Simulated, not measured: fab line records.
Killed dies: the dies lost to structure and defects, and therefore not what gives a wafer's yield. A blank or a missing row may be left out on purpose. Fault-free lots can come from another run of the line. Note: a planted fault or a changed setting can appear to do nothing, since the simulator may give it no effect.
Which tool did it? / flow rit-cmos / 14 lots with 42 wafers sampled at 2 steps, on a route of 202 steps

WHAT THE GAUGES SHOWED, per wafer
The record holds no reading of a measuring or inspecting step that can be judged against a usual standard deviation.

WHICH TOOL RAN EACH LOT (tool, then ch and the chambers of the sampled wafers, then the start)
lot=L796; RIT_PWELL_HARDBAKE_07=litho-track-03 ch 0, day 1 22:12; RIT_M1_PROBE_99=prober-01, day 3 13:25
lot=L797; RIT_PWELL_HARDBAKE_07=litho-track-03 ch 0, day 2 05:10; RIT_M1_PROBE_99=prober-02, day 3 18:04
lot=L799; RIT_PWELL_HARDBAKE_07=litho-track-04 ch 0, day 2 15:51; RIT_M1_PROBE_99=prober-02, day 4 05:20
lot=L800; RIT_PWELL_HARDBAKE_07=litho-track-01 ch 0, day 2 20:56; RIT_M1_PROBE_99=prober-01, day 4 13:15
lot=L801; RIT_PWELL_HARDBAKE_07=litho-track-03 ch 0, day 3 01:46; RIT_M1_PROBE_99=prober-02, day 4 15:22
lot=L802; RIT_PWELL_HARDBAKE_07=litho-track-04 ch 0, day 3 05:47; RIT_M1_PROBE_99=prober-01, day 4 21:29
lot=L803; RIT_PWELL_HARDBAKE_07=litho-track-04 ch 0, day 3 11:29; RIT_M1_PROBE_99=prober-02, day 5 01:04
lot=L808; RIT_PWELL_HARDBAKE_07=litho-track-03 ch 0, day 4 11:37; RIT_M1_PROBE_99=prober-01, day 6 04:11
lot=L811; RIT_PWELL_HARDBAKE_07=litho-track-03 ch 0, day 5 01:50; RIT_M1_PROBE_99=prober-01, day 6 20:02
lot=L812; RIT_PWELL_HARDBAKE_07=litho-track-03 ch 0, day 5 15:51; RIT_M1_PROBE_99=prober-02, day 7 13:25
lot=L816; RIT_PWELL_HARDBAKE_07=litho-track-01 ch 0, day 6 08:39; RIT_M1_PROBE_99=prober-01, day 8 06:36
lot=L815; RIT_PWELL_HARDBAKE_07=litho-track-04 ch 0, day 6 08:51; RIT_M1_PROBE_99=prober-02, day 8 05:03
lot=L817; RIT_PWELL_HARDBAKE_07=litho-track-04 ch 0, day 6 14:01; RIT_M1_PROBE_99=prober-02, day 8 17:07
lot=L819; RIT_PWELL_HARDBAKE_07=litho-track-04 ch 0, day 7 01:58; RIT_M1_PROBE_99=prober-01, day 8 23:03
- RIT_PWELL_HARDBAKE_07: time 120 s.
- RIT_M1_PROBE_99

AS READ BY THE TOOLS THEMSELVES (means over the sampled wafers that have a number; for cases with no such wafer, the mark the record gives instead)
RIT_PWELL_HARDBAKE_07.
lot=L796; tool=litho-track-03; heater-power-total-W (W)=52.02; plate-temp-C (C)=140.07; resist-line-temp-C (C)=22.96
lot=L797; tool=litho-track-03; heater-power-total-W (W)=52.07; plate-temp-C (C)=140.03; resist-line-temp-C (C)=23.00
lot=L799; tool=litho-track-04; heater-power-total-W (W)=52.01; plate-temp-C (C)=140.00; resist-line-temp-C (C)=22.79
lot=L800; tool=litho-track-01; heater-power-total-W (W)=52.07; plate-temp-C (C)=140.05; resist-line-temp-C (C)=23.02
lot=L801; tool=litho-track-03; heater-power-total-W (W)=52.04; plate-temp-C (C)=139.97; resist-line-temp-C (C)=23.07
lot=L802; tool=litho-track-04; heater-power-total-W (W)=52.05; plate-temp-C (C)=140.08; resist-line-temp-C (C)=23.02
lot=L803; tool=litho-track-04; heater-power-total-W (W)=52.02; plate-temp-C (C)=139.93; resist-line-temp-C (C)=22.85
lot=L808; tool=litho-track-03; heater-power-total-W (W)=52.03; plate-temp-C (C)=140.04; resist-line-temp-C (C)=22.94
lot=L811; tool=litho-track-03; heater-power-total-W (W)=50.79; plate-temp-C (C)=137.46; resist-line-temp-C (C)=22.94
lot=L812; tool=litho-track-03; heater-power-total-W (W)=50.88; plate-temp-C (C)=137.44; resist-line-temp-C (C)=23.11
lot=L816; tool=litho-track-01; heater-power-total-W (W)=52.08; plate-temp-C (C)=140.21; resist-line-temp-C (C)=22.96
lot=L815; tool=litho-track-04; heater-power-total-W (W)=52.06; plate-temp-C (C)=140.04; resist-line-temp-C (C)=23.00
lot=L817; tool=litho-track-04; heater-power-total-W (W)=52.05; plate-temp-C (C)=140.08; resist-line-temp-C (C)=22.90
lot=L819; tool=litho-track-04; heater-power-total-W (W)=52.06; plate-temp-C (C)=139.93; resist-line-temp-C (C)=22.96

RIT_M1_PROBE_99.
lot=L796 tool=prober-01 killed-at-contacts=0.0 killed-at-front-end=5 killed-dies=5 killed-open=2.0 killed-short=2.7
lot=L797 tool=prober-02 killed-at-contacts=0.0 killed-at-front-end=7 killed-dies=7 killed-open=3.0 killed-short=4.0
lot=L799 tool=prober-02 killed-at-contacts=0.0 killed-at-front-end=8 killed-dies=8 killed-open=3.7 killed-short=4.3
lot=L800 tool=prober-01 killed-at-contacts=0.0 killed-at-front-end=8 killed-dies=8 killed-open=4.3 killed-short=3.7
lot=L801 tool=prober-02 killed-at-contacts=0.0 killed-at-front-end=8 killed-dies=8 killed-open=2.3 killed-short=6.0
lot=L802 tool=prober-01 killed-at-contacts=0.3 killed-at-front-end=5 killed-dies=5 killed-open=2.3 killed-short=3.0
lot=L803 tool=prober-02 killed-at-contacts=0.0 killed-at-front-end=7 killed-dies=7 killed-open=4.0 killed-short=3.0
lot=L808 tool=prober-01 killed-at-contacts=0.3 killed-at-front-end=11 killed-dies=11 killed-open=4.3 killed-short=7.0
lot=L811 tool=prober-01 killed-at-contacts=0.0 killed-at-front-end=8 killed-dies=8 killed-open=4.0 killed-short=3.7
lot=L812 tool=prober-02 killed-at-contacts=0.3 killed-at-front-end=6 killed-dies=6 killed-open=2.3 killed-short=3.7
lot=L816 tool=prober-01 killed-at-contacts=0.0 killed-at-front-end=12 killed-dies=12 killed-open=5.7 killed-short=6.7
lot=L815 tool=prober-02 killed-at-contacts=0.0 killed-at-front-end=8 killed-dies=8 killed-open=4.3 killed-short=3.3
lot=L817 tool=prober-02 killed-at-contacts=0.0 killed-at-front-end=4 killed-dies=4 killed-open=2.7 killed-short=1.7
lot=L819 tool=prober-01 killed-at-contacts=0.0 killed-at-front-end=11 killed-dies=11 killed-open=5.3 killed-short=5.3

THE ANSWER, worked out from the rows above alone
Rule: the usual values come from the lots themselves. The widest of any qualifying gaps counts: lots, ordered by their means at a reading, are off when they make up no more than a third of the lots, leave a main group of 4 or more, and stand apart from it by 3 or more times the standard deviation of that group's means. The tables above print the reading to a certain number of digits; a main group whose means all agree to those digits is not used. Also off: a lot with no number at a reading for which 4 or more lots have one. All remaining lots with rows at the step are treated as sound. First the gauges in route order, then the tools' own readings, where a lot's mean is used as printed above. The first step at which some lot is off is used, and at that step the reading that is off furthest; a lot without a number counts as furthest.
Off: L811, L812 (RIT_PWELL_HARDBAKE_07, heater-power-total-W). Mean 52.05 W and standard deviation 0.022 in the main group.
If a tool, at that step or one of the process steps before it, ran each lot that is off and ran no sound lot following the first of them, it fits. One fits: RIT_PWELL_HARDBAKE_07 on litho-track-03. A fault onset in the window from L808 (day 4 11:37, its last sound lot) to L811 (day 5 01:50, its first lot off) fits.
The tool's own readings at RIT_PWELL_HARDBAKE_07 bear it out: on the lots that are off they differ by more than 5 times the standard deviation of the sound lots' means. heater-power-total-W reads 50.84 W there against 52.05 W on the sound lots; plate-temp-C reads 137.45 C there against 140.04 C on the sound lots.

WHAT HAD BEEN PUT IN BY THE SIMULATOR
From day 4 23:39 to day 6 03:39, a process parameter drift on litho-track-03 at RIT_PWELL_HARDBAKE_07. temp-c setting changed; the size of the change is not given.
Struck lots among those shown: L811, L812. This agrees with what the rule above found.
